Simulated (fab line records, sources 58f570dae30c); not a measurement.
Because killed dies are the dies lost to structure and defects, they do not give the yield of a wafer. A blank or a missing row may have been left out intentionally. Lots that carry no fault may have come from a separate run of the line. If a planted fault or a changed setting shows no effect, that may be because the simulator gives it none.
Which tool is to blame? :: flow berkeley_cmos170 :: 11 lots, 33 wafers sampled, at 2 steps of a route of 331

== WHAT THE GAUGES SHOWED, per wafer ==
The record holds no reading of a measuring or inspecting step that can be judged against a usual standard deviation.

== WHAT TOOL EACH LOT RAN ON (gives the tool, then ch and the chambers of the sampled wafers, and finally the start) ==
lot: L718
UCB170_NWELL_ETCH_13: rie_diel-01 ch 2,3, day 3 20:48
UCB170_NWELL_STRIP_15: plasma_asher-01 ch 0,1, day 3 21:05

lot: L724
UCB170_NWELL_ETCH_13: rie_diel-04 ch 0,2,3, day 5 08:01
UCB170_NWELL_STRIP_15: plasma_asher-01 ch 0,1, day 5 08:16

lot: L725
UCB170_NWELL_ETCH_13: rie_diel-03 ch 1,3, day 5 08:08
UCB170_NWELL_STRIP_15: plasma_asher-03 ch 0,1, day 5 08:23

lot: L727
UCB170_NWELL_ETCH_13: rie_diel-03 ch 1,3, day 5 18:41
UCB170_NWELL_STRIP_15: plasma_asher-02 ch 0,1, day 5 18:56

lot: L728
UCB170_NWELL_ETCH_13: rie_diel-04 ch 0,1,3, day 6 03:17
UCB170_NWELL_STRIP_15: plasma_asher-01 ch 0,1, day 6 03:34

lot: L731
UCB170_NWELL_ETCH_13: rie_diel-01 ch 0,1,3, day 6 10:10
UCB170_NWELL_STRIP_15: plasma_asher-01 ch 1, day 6 10:25

lot: L730
UCB170_NWELL_ETCH_13: rie_diel-04 ch 2,3, day 6 11:01
UCB170_NWELL_STRIP_15: plasma_asher-03 ch 0,1, day 6 11:17

lot: L732
UCB170_NWELL_ETCH_13: rie_diel-01 ch 0,1, day 6 14:52
UCB170_NWELL_STRIP_15: plasma_asher-01 ch 0,1, day 6 15:07

lot: L733
UCB170_NWELL_ETCH_13: rie_diel-01 ch 0,3, day 6 17:57
UCB170_NWELL_STRIP_15: plasma_asher-01 ch 0,1, day 6 18:14

lot: L734
UCB170_NWELL_ETCH_13: rie_diel-03 ch 0,2,3, day 6 18:11
UCB170_NWELL_STRIP_15: plasma_asher-03 ch 0,1, day 6 18:29

lot: L735
UCB170_NWELL_ETCH_13: rie_diel-04 ch 0,2,3, day 7 03:20
UCB170_NWELL_STRIP_15: plasma_asher-03 ch 0, day 7 03:35
- UCB170_NWELL_ETCH_13: etches Si3N4 in CH3F/Ar/O2, stops on SiO2, target depth 246.4 nm, time 154 s.
- UCB170_NWELL_STRIP_15: strips in O2.

== WHAT THE TOOLS THEMSELVES READ (means of the sampled wafers that have a number; where no wafer has one, the mark that the record gives instead) ==
UCB170_NWELL_ETCH_13. Usual: drypump_motor_current_A 5.7 A, standard deviation 0.53; oes_product_au 0.937 a.u., standard deviation 0.014; throttle_valve_pct 7.99 %, standard deviation 0.13.
lot: L718
tool: rie_diel-01
drypump_motor_current_A (A): 5.7
oes_product_au (a.u.): 0.872
throttle_valve_pct (%): 7.90
flag: OFF

lot: L724
tool: rie_diel-04
drypump_motor_current_A (A): 5.9
oes_product_au (a.u.): 0.942
throttle_valve_pct (%): 8.03
flag: 

lot: L725
tool: rie_diel-03
drypump_motor_current_A (A): 6.2
oes_product_au (a.u.): 0.957
throttle_valve_pct (%): 7.90
flag: 

lot: L727
tool: rie_diel-03
drypump_motor_current_A (A): 6.2
oes_product_au (a.u.): 0.944
throttle_valve_pct (%): 7.90
flag: 

lot: L728
tool: rie_diel-04
drypump_motor_current_A (A): 5.7
oes_product_au (a.u.): 0.936
throttle_valve_pct (%): 8.08
flag: 

lot: L731
tool: rie_diel-01
drypump_motor_current_A (A): 5.5
oes_product_au (a.u.): 0.930
throttle_valve_pct (%): 7.96
flag: 

lot: L730
tool: rie_diel-04
drypump_motor_current_A (A): 5.5
oes_product_au (a.u.): 0.943
throttle_valve_pct (%): 8.00
flag: 

lot: L732
tool: rie_diel-01
drypump_motor_current_A (A): 5.7
oes_product_au (a.u.): 0.925
throttle_valve_pct (%): 8.09
flag: 

lot: L733
tool: rie_diel-01
drypump_motor_current_A (A): 5.3
oes_product_au (a.u.): 0.945
throttle_valve_pct (%): 7.96
flag: 

lot: L734
tool: rie_diel-03
drypump_motor_current_A (A): 5.8
oes_product_au (a.u.): 0.941
throttle_valve_pct (%): 8.07
flag: 

lot: L735
tool: rie_diel-04
drypump_motor_current_A (A): 6.0
oes_product_au (a.u.): 0.943
throttle_valve_pct (%): 8.03
flag: 

UCB170_NWELL_STRIP_15. Usual: drypump_motor_current_A 5.6 A, standard deviation 0.58; oes_product_au 0.721 a.u., standard deviation 0.0042; strip_time_to_endpoint_s 18.02 s, standard deviation 0.066.
lot: L718
tool: plasma_asher-01
drypump_motor_current_A (A): 5.9
oes_product_au (a.u.): 0.726
strip_time_to_endpoint_s (s): 18.76
flag: OFF

lot: L724
tool: plasma_asher-01
drypump_motor_current_A (A): 6.0
oes_product_au (a.u.): 0.724
strip_time_to_endpoint_s (s): 17.97
flag: 

lot: L725
tool: plasma_asher-03
drypump_motor_current_A (A): 5.2
oes_product_au (a.u.): 0.720
strip_time_to_endpoint_s (s): 18.12
flag: 

lot: L727
tool: plasma_asher-02
drypump_motor_current_A (A): 5.0
oes_product_au (a.u.): 0.718
strip_time_to_endpoint_s (s): 18.02
flag: 

lot: L728
tool: plasma_asher-01
drypump_motor_current_A (A): 6.0
oes_product_au (a.u.): 0.720
strip_time_to_endpoint_s (s): 18.03
flag: 

lot: L731
tool: plasma_asher-01
drypump_motor_current_A (A): 6.5
oes_product_au (a.u.): 0.722
strip_time_to_endpoint_s (s): 17.92
flag: 

lot: L730
tool: plasma_asher-03
drypump_motor_current_A (A): 5.2
oes_product_au (a.u.): 0.724
strip_time_to_endpoint_s (s): 18.13
flag: 

lot: L732
tool: plasma_asher-01
drypump_motor_current_A (A): 6.2
oes_product_au (a.u.): 0.718
strip_time_to_endpoint_s (s): 17.96
flag: 

lot: L733
tool: plasma_asher-01
drypump_motor_current_A (A): 5.9
oes_product_au (a.u.): 0.724
strip_time_to_endpoint_s (s): 18.02
flag: 

lot: L734
tool: plasma_asher-03
drypump_motor_current_A (A): 5.3
oes_product_au (a.u.): 0.718
strip_time_to_endpoint_s (s): 18.00
flag: 

lot: L735
tool: plasma_asher-03
drypump_motor_current_A (A): 5.3
oes_product_au (a.u.): 0.721
strip_time_to_endpoint_s (s): 18.01
flag: 

== THE ANSWER, worked out from the rows above alone ==
Rule: take the mean of a lot's wafers that have a number; if it is more than 3 standard deviations from the usual mean, the lot is off. Also off: a lot with no number at a reading for which 4 or more lots have one. Where the step has rows for the other lots, those lots are counted as sound. After the gauges, taken in route order, come the tools' own readings; for these a lot's mean is taken, as printed above. At the first step where some lot is off, the reading lying furthest off is the one used; lots without a number count as furthest.
Off at UCB170_NWELL_ETCH_13 (oes_product_au): L718.
A tool fits if, at that step or a process step before it, it ran every lot that is off, and no sound lot after the first of them. No candidate that was tried fits.

== WHAT THE SIMULATOR PUT IN ==
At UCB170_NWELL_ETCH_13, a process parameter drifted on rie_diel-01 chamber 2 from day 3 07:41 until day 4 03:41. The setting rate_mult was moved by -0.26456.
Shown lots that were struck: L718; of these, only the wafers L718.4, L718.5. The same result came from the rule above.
